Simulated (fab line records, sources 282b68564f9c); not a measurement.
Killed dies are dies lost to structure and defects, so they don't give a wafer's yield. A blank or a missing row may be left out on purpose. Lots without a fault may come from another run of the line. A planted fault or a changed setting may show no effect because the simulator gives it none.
fab line records | flow rit_cmos
record lots=6 wafers=18 last_day=7
route steps=202 shown CONTACT@180 M1@184
lots that met no fault: from a run of the same line without faults
start_h: hours from the record's first day to the start of the lot's first wafer shown | wait_h: hours since the lot's step before | " the same as in the row above | L1.1+2: a row that stands for several wafers | - no value, or no start given | * or withheld: withheld | < > ~ a bound
route shown NAME@n: a module of which the file shows steps, and the number in the route of the first | usual: mean/standard deviation of fault-free wafers | same: alike in all rows | chamber/n: place in a boat | sites: the reading at each site | _std_site: their standard deviation | _edge_site: outer sites' mean less inner sites' | radius_mm: how far each site lies from the wafer's centre | mask NAME#n: copy n | behind: the tool/chamber that last shaped the wafer | hold: why the lot was held/for how many hours/how that ended | device: the transistor (n, p or np) that didn't switch | end of line: the same wafers' tests at the end of the route | a step without rows: its recipe alone | killed: dies lost to structure and defects at the first sort, not the wafer's yield | map: a wafer's dies, x killed, . not, _ none there
set.NAME: the setting as run; set.NAME@STEP: as run at that earlier step | model.NAME: the simulator's own value behind a step, which no gauge read
lots at some steps of the route; a table a step, a row a wafer
services: from which hour (start_h, from the record's first day; less than 0 if before it) a tool's chamber was out of use, for how many hours, and why
## steps
# step RIT_CONTACT_STRIP_12
# recipe chemistry=O2 time_s=180 resist=NOVOLAK platen_temp_c=withheld power_w=500 pressure_mtorr=4000 o2_flow_sccm=4000
# usual drypump_motor_current_A=5.6/0.59 o2_flow_sccm=3999/12
# columns lot.wafer tool chamber start_h wait_h drypump_motor_current_A o2_flow_sccm rf_hours_counter_h
L360.3 plasma_asher-04 1 82.08 0.2 5.6 3989 -
L360.5 " 0 " " 4.8 4009 -
L360.6 " 1 " " 5.6 3984 -
L367.1 plasma_asher-04 0 114.56 0.1 4.8 3993 34
L367.5 " 0 " " 4.8 4005 -
L367.6 " 1 " " 5.6 4001 -
L371.1 plasma_asher-02 1 137.23 0.1 6.1 4001 49
L371.2 " 0 " " 6.8 4003 49
L371.6 " 1 " " 6.1 4023 -
L372.2 plasma_asher-02 1 138.72 0.1 6.1 3993 49
L372.5 " 0 " " 6.8 4019 -
L372.6 " 1 " " 6.1 3977 -
L377.1 plasma_asher-04 0 168.13 0.1 4.8 4010 39
L377.3 " 0 " " 4.8 4008 -
L377.4 " 1 " " 5.6 3987 -
L378.1 plasma_asher-04 1 169.76 0.1 5.6 4022 39
L378.4 " 1 " " 5.6 4011 -
L378.6 " 0 " " 4.8 3987 -
# step RIT_CONTACT_CD_MEAS_90
# recipe target_cd_nm=1000
# usual cd_nm=999.7/2.4
# columns lot.wafer tool chamber start_h wait_h cd_nm
L360.3 cd_sem-01 - 82.24 0.1 1003.8
L360.5 " - " " 1003.7
L360.6 " - " " 1004.1
L367.1 cd_sem-01 - 114.74 0.1 1001.2
L367.5 " - " " 999.8
L367.6 " - " " 1002.4
L371.1 cd_sem-02 - 137.40 0.1 998.4
L371.2 " - " " 999.3
L371.6 " - " " 998.0
L372.2 cd_sem-02 - 138.91 0.1 998.5
L372.5 " - " " 999.3
L372.6 " - " " 997.2
L377.1 cd_sem-01 - 168.30 0.1 999.0
L377.3 " - " " 999.9
L377.4 " - " " 1002.5
L378.1 cd_sem-01 - 169.93 0.1 998.1
L378.4 " - " " 997.6
L378.6 " - " " 996.9
# step RIT_CONTACT_CLEAN_13
# recipe chemistry=SC1 mix=3:3:50 time_s=600 temp_c=75
# step RIT_CONTACT_CLEAN_14
# recipe chemistry=SC2 mix=3:3:50 time_s=600 temp_c=75 dry=n2_spin
# step RIT_M1_SPUTTER_00
# recipe material=Al target_thk_nm=400 power_w=2000 chamber_pressure_pa=0.4 gas=Ar time_s=500 substrate_temp_c=25
# usual throttle_valve_pct=29.9/1.2
# columns lot.wafer tool chamber start_h wait_h throttle_valve_pct
L360.3 pvd_sputter-04 - 82.67 0.0 28.6
L360.5 " - " " 28.7
L360.6 " - " " 30.3
L367.1 pvd_sputter-02 - 115.22 0.0 28.9
L367.5 " - " " 29.0
L367.6 " - " " 27.2
L371.1 pvd_sputter-03 - 138.22 0.0 29.4
L371.2 " - " " 30.3
L371.6 " - " " 29.3
L372.2 pvd_sputter-04 - 139.75 0.0 31.5
L372.5 " - " " 30.2
L372.6 " - " " 28.9
L377.1 pvd_sputter-04 - 168.77 0.0 28.8
L377.3 " - " " 31.3
L377.4 " - " " 29.8
L378.1 pvd_sputter-02 - 170.40 0.0 28.7
L378.4 " - " " 28.8
L378.6 " - " " 28.9
# step RIT_M1_RS_MEAS_01
# recipe thk_meas_gauge=four-point-probe reads=Al_of_M1_SPUTTER_00
# usual M1_AL_RS=0.0737/0.0011
# columns lot.wafer tool chamber start_h wait_h M1_AL_RS[ohm/sq]
L360.3 film_metro-02 - 83.00 0.2 0.0754
L360.5 " - " " 0.0751
L360.6 " - " " 0.0745
L367.1 film_metro-02 - 115.52 0.1 0.0722
L367.5 " - " " 0.0737
L367.6 " - " " 0.0729
L371.1 film_metro-04 - 138.52 0.1 0.0727
L371.2 " - " " 0.0724
L371.6 " - " " 0.0735
L372.2 film_metro-04 - 140.06 0.2 0.0733
L372.5 " - " " 0.0749
L372.6 " - " " 0.0768
L377.1 film_metro-04 - 169.07 0.1 0.0747
L377.3 " - " " 0.0723
L377.4 " - " " 0.0738
L378.1 film_metro-04 - 170.69 0.1 0.0721
L378.4 " - " " 0.0721
L378.6 " - " " 0.0721
# step RIT_M1_THK_MEAS_02
# recipe thk_meas_gauge=xrf reads=Al_of_M1_SPUTTER_00
# usual M1_AL_THK=401/6.4
# columns lot.wafer tool chamber start_h wait_h M1_AL_THK[nm]
L360.3 film_metro-02 - 83.10 0.1 388
L360.5 " - " " 392
L360.6 " - " " 395
L367.1 film_metro-02 - 115.64 0.1 408
L367.5 " - " " 399
L367.6 " - " " 402
L371.1 film_metro-04 - 138.64 0.1 407
L371.2 " - " " 409
L371.6 " - " " 403
L372.2 film_metro-04 - 140.17 0.1 405
L372.5 " - " " 394
L372.6 " - " " 385
L377.1 film_metro-04 - 169.19 0.1 398
L377.3 " - " " 411
L377.4 " - " " 404
L378.1 film_metro-04 - 170.81 0.1 412
L378.4 " - " " 413
L378.6 " - " " 414
# step RIT_M1_HMDS_03
# recipe prime_time_s=60 prime_temp_c=140
# step RIT_M1_COAT_04
# recipe resist=NOVOLAK spin_rpm=2000 resist_thk_nm=1300
# step RIT_M1_SOFTBAKE_05
# recipe resist=NOVOLAK temp_c=89.59 time_s=60
# step RIT_M1_EXPOSE_06
# recipe mask_id=M12 na=0.6 source_shape=conventional sigma_outer=0.5 target_cd_nm=2600 dose_mj=250
# step RIT_M1_PEB_07
# recipe resist=NOVOLAK temp_c=withheld time_s=withheld
# step RIT_M1_DEVELOP_08
# recipe resist=NOVOLAK develop_time_s=68 dev_temp_c=23
# usual chill_plate_temp_C=22.99/0.098 develop_time_s=68/0
# columns lot.wafer tool chamber start_h wait_h chill_plate_temp_C develop_time_s
L360.3 litho_track-04 0 83 - 22.75 68
L360.5 " 0 " " 22.97 68
L360.6 " 0 " " 22.81 68
L367.1 litho_track-02 0 116 - 22.99 68
L367.5 " 0 " " 22.94 68
L367.6 " 0 " " 23.04 68
L371.1 litho_track-04 - 139 - - -
L371.2 " - " " - -
L371.6 " - " " - -
L372.2 litho_track-02 - 141 - - -
L372.5 " - " " - -
L372.6 " - " " - -
L377.1 litho_track-02 0 169 - 23.08 68
L377.3 " 0 170 - 23.12 68
L377.4 " 0 " " 23.04 68
L378.1 litho_track-02 0 171 - 22.79 68
L378.4 " 0 " " 22.89 68
L378.6 " 0 " " 22.72 68
# step RIT_M1_CD_MEAS_09
# recipe target_cd_nm=2600
# usual cd_nm=2599.7/2.5
# columns lot.wafer tool chamber start_h wait_h cd_nm
L360.3 cd_sem-01 - 84.06 - 2598.9
L360.5 " - " " 2599.8
L360.6 " - " " 2599.0
L367.1 cd_sem-01 - 116.58 - 2601.9
L367.5 " - " " 2602.8
L367.6 " - " " 2604.0
L371.1 cd_sem-02 - 139.70 - -
L371.2 " - " " -
L371.6 " - " " -
L372.2 cd_sem-01 - 141.25 - -
L372.5 " - " " -
L372.6 " - " " -
L377.1 cd_sem-02 - 170.13 - 2601.6
L377.3 " - " " 2603.2
L377.4 " - " " 2599.5
L378.1 cd_sem-01 - 171.75 - 2595.9
L378.4 " - " " 2597.4
L378.6 " - " " 2599.5
## services
# columns tool chamber start_h hours kind
pvd_sputter-03 - 73.05 1.8 repair
plasma_asher-04 - 93.69 0.4 repair
plasma_asher-04 - 105.16 2.2 repair
plasma_asher-02 - 123.99 3.4 repair
plasma_asher-02 - 144.26 7.2 repair
pvd_sputter-03 - 147.63 5.5 repair
plasma_asher-04 - 162.57 3.1 repair
## key
first_sign step=RIT_M1_DEVELOP_08 reading=tool_record direction=missing
effect none on later readings
met_at RIT_M1_DEVELOP_08
struck_wafers L371.1,L371.2,L371.6,L372.2,L372.5,L372.6
later_rows_left_out L371.1,L371.2,L371.6,L372.2,L372.5,L372.6
sort_left_out L371.1,L371.2,L371.6,L372.2,L372.5,L372.6
onset_between 116 139
fault kind=skipped_step_whole tool=litho_track-02,litho_track-04 chamber=- onset_h=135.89 steps=RIT_M1_DEVELOP_08 scope=struck_lots_only
# sort_left_out: the simulated sort isn't trusted on such a fault, so these wafers' sort isn't shown, and their yield isn't known
# later_rows_left_out: the simulator's readings of these wafers behind a module that went badly wrong aren't trusted and aren't shown, but for the sort
